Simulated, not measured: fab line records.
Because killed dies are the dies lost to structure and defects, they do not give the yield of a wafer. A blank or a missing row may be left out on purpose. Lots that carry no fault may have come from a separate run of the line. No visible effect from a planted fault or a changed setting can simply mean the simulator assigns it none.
Which tool is to blame? :: flow berkeley cmos170 :: 45 wafers from 15 lots sampled at 5 of the route's 331 steps

WHAT THE GAUGES READ, wafer by wafer
UCB170_NWELL_TW_MEAS_16.
lot: L555
measured: day 2 12:47
on: film metro-01
NWELL_TW: 1230 1227 1233

lot: L554
measured: day 2 13:05
on: film metro-04
NWELL_TW: 1228 1228 1226

lot: L556
measured: day 2 22:51
on: film metro-01
NWELL_TW: 1238 1235 1228

lot: L558
measured: day 3 10:04
on: film metro-04
NWELL_TW: 1232 1238 1241

lot: L559
measured: day 3 13:40
on: film metro-02
NWELL_TW: 1270 1263 1262

lot: L561
measured: day 3 23:05
on: film metro-02
NWELL_TW: 1260 1264 1250

lot: L567
measured: day 5 04:34
on: film metro-04
NWELL_TW: 1224 1228 1227

lot: L568
measured: day 5 12:32
on: film metro-02
NWELL_TW: 1251 1249 1246

lot: L570
measured: day 5 17:46
on: film metro-02
NWELL_TW: 1252 1248 1255

lot: L569
measured: day 5 17:53
on: film metro-04
NWELL_TW: 1235 1230 1233

lot: L571
measured: day 6 02:36
on: film metro-01
NWELL_TW: 1237 1246 1233

lot: L572
measured: day 6 10:44
on: film metro-04
NWELL_TW: 1232 1229 1230

lot: L574
measured: day 6 16:22
on: film metro-02
NWELL_TW: 1266 1258 1255

lot: L576
measured: day 6 22:05
on: film metro-01
NWELL_TW: 1237 1237 1238

lot: L577
measured: day 7 09:53
on: film metro-01
NWELL_TW: 1240 1228 1230

UCB170_SACOX_THK_MEAS_02.
lot: L555
measured: day 6 03:50
on: film metro-03
SACOX_OXIDE_THK (nm): 22.53 22.18 22.37

lot: L554
measured: day 6 00:48
on: film metro-02
SACOX_OXIDE_THK (nm): 14.44 14.56 14.70

lot: L556
measured: day 6 13:05
on: film metro-01
SACOX_OXIDE_THK (nm): 13.84 14.16 14.27

lot: L558
measured: day 6 13:05
on: film metro-02
SACOX_OXIDE_THK (nm): 14.57 14.53 14.40

lot: L559
measured: day 6 16:12
on: film metro-01
SACOX_OXIDE_THK (nm): 22.43 22.34 22.13

lot: L561
measured: day 7 18:42
on: film metro-02
SACOX_OXIDE_THK (nm): 22.74 22.74 23.27

lot: L567
measured: day 8 12:55
on: film metro-02
SACOX_OXIDE_THK (nm): 14.28 14.30 14.06

lot: L568
measured: day 8 20:15
on: film metro-01
SACOX_OXIDE_THK (nm): 14.66 14.58 14.70

lot: L570
measured: day 9 03:42
on: film metro-02
SACOX_OXIDE_THK (nm): 14.35 14.81 14.77

lot: L569
measured: day 9 03:45
on: film metro-02
SACOX_OXIDE_THK (nm): 14.52 14.39 14.32

lot: L571
measured: day 9 03:42
on: film metro-01
SACOX_OXIDE_THK (nm): 14.45 14.19 14.35

lot: L572
measured: day 9 12:03
on: film metro-03
SACOX_OXIDE_THK (nm): 14.09 14.00 13.80

lot: L574
measured: day 10 04:58
on: film metro-03
SACOX_OXIDE_THK (nm): 14.40 14.29 14.49

lot: L576
measured: day 10 04:58
on: film metro-02
SACOX_OXIDE_THK (nm): 14.49 14.24 14.62

lot: L577
measured: day 10 17:52
on: film metro-02
SACOX_OXIDE_THK (nm): 14.41 14.52 14.45

UCB170_PVT_OVL_MEAS_06.
lot: L555
measured: day 6 14:12
on: overlay-01
PVT_OVL (nm): 0 -4 1

lot: L554
measured: day 6 13:55
on: overlay-02
PVT_OVL (nm): 3 0 4

lot: L556
measured: day 7 03:16
on: overlay-02
PVT_OVL (nm): 3 -4 -5

lot: L558
measured: day 7 02:59
on: overlay-01
PVT_OVL (nm): -1 3 2

lot: L559
measured: day 7 03:32
on: overlay-01
PVT_OVL (nm): -4 0 -7

lot: L561
measured: day 8 04:08
on: overlay-02
PVT_OVL (nm): -1 -1 -5

lot: L567
measured: day 9 04:25
on: overlay-01
PVT_OVL (nm): 9 -2 8

lot: L568
measured: day 9 11:00
on: overlay-02
PVT_OVL (nm): 5 2 3

lot: L570
measured: day 9 21:50
on: overlay-02
PVT_OVL (nm): 6 1 0

lot: L569
measured: day 9 21:20
on: overlay-01
PVT_OVL (nm): 1 -4 -5

lot: L571
measured: day 9 19:46
on: overlay-01
PVT_OVL (nm): 3 2 6

lot: L572
measured: day 10 04:43
on: overlay-02
PVT_OVL (nm): -10 -6 -9

lot: L574
measured: day 11 00:04
on: overlay-01
PVT_OVL (nm): 5 -3 -1

lot: L576
measured: day 11 00:20
on: overlay-02
PVT_OVL (nm): 7 2 -1

lot: L577
measured: day 11 11:39
on: overlay-02
PVT_OVL (nm): -5 5 5

EACH LOT AND THE TOOL THAT RAN IT (in order: tool; ch and the chambers of the sampled wafers; start)
lot: L555
UCB170_PFIELD_STRIP_08: plasma asher-02 ch 0,1, day 5 02:08
UCB170_SACOX_OXIDATION_01: furnace-04 ch 0, day 5 23:08

lot: L554
UCB170_PFIELD_STRIP_08: plasma asher-01 ch 0,1, day 5 02:13
UCB170_SACOX_OXIDATION_01: furnace-04 ch 0, day 5 23:08

lot: L556
UCB170_PFIELD_STRIP_08: plasma asher-01 ch 0,1, day 5 13:10
UCB170_SACOX_OXIDATION_01: furnace-01 ch 0, day 6 11:26

lot: L558
UCB170_PFIELD_STRIP_08: plasma asher-04 ch 0,1, day 5 17:17
UCB170_SACOX_OXIDATION_01: furnace-01 ch 0, day 6 11:26

lot: L559
UCB170_PFIELD_STRIP_08: plasma asher-04 ch 1, day 5 17:23
UCB170_SACOX_OXIDATION_01: furnace-01 ch 0, day 6 11:26

lot: L561
UCB170_PFIELD_STRIP_08: plasma asher-01 ch 0, day 6 15:29
UCB170_SACOX_OXIDATION_01: furnace-02 ch 0, day 7 12:32

lot: L567
UCB170_PFIELD_STRIP_08: plasma asher-02 ch 0,1, day 7 15:10
UCB170_SACOX_OXIDATION_01: furnace-01 ch 0, day 8 11:14

lot: L568
UCB170_PFIELD_STRIP_08: plasma asher-01 ch 0,1, day 7 23:04
UCB170_SACOX_OXIDATION_01: furnace-01 ch 0, day 8 18:35

lot: L570
UCB170_PFIELD_STRIP_08: plasma asher-02 ch 0,1, day 8 05:52
UCB170_SACOX_OXIDATION_01: furnace-02 ch 0, day 9 02:01

lot: L569
UCB170_PFIELD_STRIP_08: plasma asher-01 ch 0,1, day 8 06:08
UCB170_SACOX_OXIDATION_01: furnace-02 ch 0, day 9 02:01

lot: L571
UCB170_PFIELD_STRIP_08: plasma asher-02 ch 0, day 8 06:25
UCB170_SACOX_OXIDATION_01: furnace-02 ch 0, day 9 02:01

lot: L572
UCB170_PFIELD_STRIP_08: plasma asher-02 ch 0,1, day 8 15:48
UCB170_SACOX_OXIDATION_01: furnace-02 ch 0, day 9 10:22

lot: L574
UCB170_PFIELD_STRIP_08: plasma asher-04 ch 0,1, day 9 04:31
UCB170_SACOX_OXIDATION_01: furnace-02 ch 0, day 10 03:17

lot: L576
UCB170_PFIELD_STRIP_08: plasma asher-02 ch 0,1, day 9 03:42
UCB170_SACOX_OXIDATION_01: furnace-02 ch 0, day 10 03:17

lot: L577
UCB170_PFIELD_STRIP_08: plasma asher-01 ch 0,1, day 9 15:37
UCB170_SACOX_OXIDATION_01: furnace-01 ch 0, day 10 16:12
- UCB170_PFIELD_STRIP_08: strips in O2.
- UCB170_SACOX_OXIDATION_01: target thk 14.4 nm, ox time 2400 s.

AS READ BY THE TOOLS THEMSELVES (means over the sampled wafers that have a number; for cases with no such wafer, the mark the record gives instead)
UCB170_PFIELD_STRIP_08.
lot: L555
tool: plasma asher-02
drypump motor current A (A): 5.0
oes product au (a.u.): 0.735
strip time to endpoint s (s): 21.63

lot: L554
tool: plasma asher-01
drypump motor current A (A): 6.1
oes product au (a.u.): 0.736
strip time to endpoint s (s): 21.60

lot: L556
tool: plasma asher-01
drypump motor current A (A): 6.3
oes product au (a.u.): 0.735
strip time to endpoint s (s): 21.49

lot: L558
tool: plasma asher-04
drypump motor current A (A): 6.0
oes product au (a.u.): 0.733
strip time to endpoint s (s): 21.48

lot: L559
tool: plasma asher-04
drypump motor current A (A): 6.2
oes product au (a.u.): 0.739
strip time to endpoint s (s): 21.65

lot: L561
tool: plasma asher-01
drypump motor current A (A): 6.5
oes product au (a.u.): 0.732
strip time to endpoint s (s): 21.59

lot: L567
tool: plasma asher-02
drypump motor current A (A): 5.2
oes product au (a.u.): 0.734
strip time to endpoint s (s): 21.60

lot: L568
tool: plasma asher-01
drypump motor current A (A): 6.2
oes product au (a.u.): 0.736
strip time to endpoint s (s): 21.58

lot: L570
tool: plasma asher-02
drypump motor current A (A): 5.3
oes product au (a.u.): 0.731
strip time to endpoint s (s): 21.64

lot: L569
tool: plasma asher-01
drypump motor current A (A): 6.1
oes product au (a.u.): 0.731
strip time to endpoint s (s): 21.61

lot: L571
tool: plasma asher-02
drypump motor current A (A): 5.6
oes product au (a.u.): 0.735
strip time to endpoint s (s): 21.56

lot: L572
tool: plasma asher-02
drypump motor current A (A): 5.0
oes product au (a.u.): 0.738
strip time to endpoint s (s): 21.61

lot: L574
tool: plasma asher-04
drypump motor current A (A): 5.9
oes product au (a.u.): 0.733
strip time to endpoint s (s): 21.59

lot: L576
tool: plasma asher-02
drypump motor current A (A): 5.0
oes product au (a.u.): 0.734
strip time to endpoint s (s): 21.67

lot: L577
tool: plasma asher-01
drypump motor current A (A): 6.3
oes product au (a.u.): 0.732
strip time to endpoint s (s): 21.60

UCB170_SACOX_OXIDATION_01.
lot: L555
tool: furnace-04
spike tc centre C (C): 902.5
zone power centre pct (%): 43.9

lot: L554
tool: furnace-04
spike tc centre C (C): 902.8
zone power centre pct (%): 44.1

lot: L556
tool: furnace-01
spike tc centre C (C): 901.2
zone power centre pct (%): 43.4

lot: L558
tool: furnace-01
spike tc centre C (C): 902.1
zone power centre pct (%): 42.6

lot: L559
tool: furnace-01
spike tc centre C (C): 902.3
zone power centre pct (%): 43.0

lot: L561
tool: furnace-02
spike tc centre C (C): 902.5
zone power centre pct (%): 42.5

lot: L567
tool: furnace-01
spike tc centre C (C): 902.6
zone power centre pct (%): 42.5

lot: L568
tool: furnace-01
spike tc centre C (C): 903.2
zone power centre pct (%): 42.8

lot: L570
tool: furnace-02
spike tc centre C (C): 903.7
zone power centre pct (%): 42.6

lot: L569
tool: furnace-02
spike tc centre C (C): 902.5
zone power centre pct (%): 42.2

lot: L571
tool: furnace-02
spike tc centre C (C): 903.1
zone power centre pct (%): 42.7

lot: L572
tool: furnace-02
spike tc centre C (C): 902.1
zone power centre pct (%): 42.5

lot: L574
tool: furnace-02
spike tc centre C (C): 901.9
zone power centre pct (%): 42.7

lot: L576
tool: furnace-02
spike tc centre C (C): 902.1
zone power centre pct (%): 42.5

lot: L577
tool: furnace-01
spike tc centre C (C): 901.3
zone power centre pct (%): 43.1

THE ANSWER, worked out from the rows above alone
Rule: the usual values come from the lots themselves. The widest of any qualifying gaps counts: lots, ordered by their means at a reading, are off when they make up no more than a third of the lots, leave a main group of 4 or more, and stand apart from it by 3 or more times the standard deviation of that group's means. If all means in a main group match to the digits the tables above print for the reading, that group is not used. Also off: a lot with no number at a reading for which 4 or more lots have one. Any other lot the step has rows for is counted as sound. The gauges are gone through in route order, then the tools' own readings, and for those a lot's mean is taken as printed above. At the first step where some lot is off, the reading lying furthest off is the one used; lots without a number count as furthest.
Off: at UCB170_SACOX_THK_MEAS_02 (SACOX_OXIDE_THK), L555, L559, L561. Mean 14.39 nm and standard deviation 0.2 in the main group.
A tool fits if, at a process step before that reading, it ran every lot that is off, and no sound lot after the first of them. The gauges at UCB170_SACOX_THK_MEAS_02 are tried like those tools. Not one of the candidates tried fits.

WHAT WAS PUT IN BY THE SIMULATOR
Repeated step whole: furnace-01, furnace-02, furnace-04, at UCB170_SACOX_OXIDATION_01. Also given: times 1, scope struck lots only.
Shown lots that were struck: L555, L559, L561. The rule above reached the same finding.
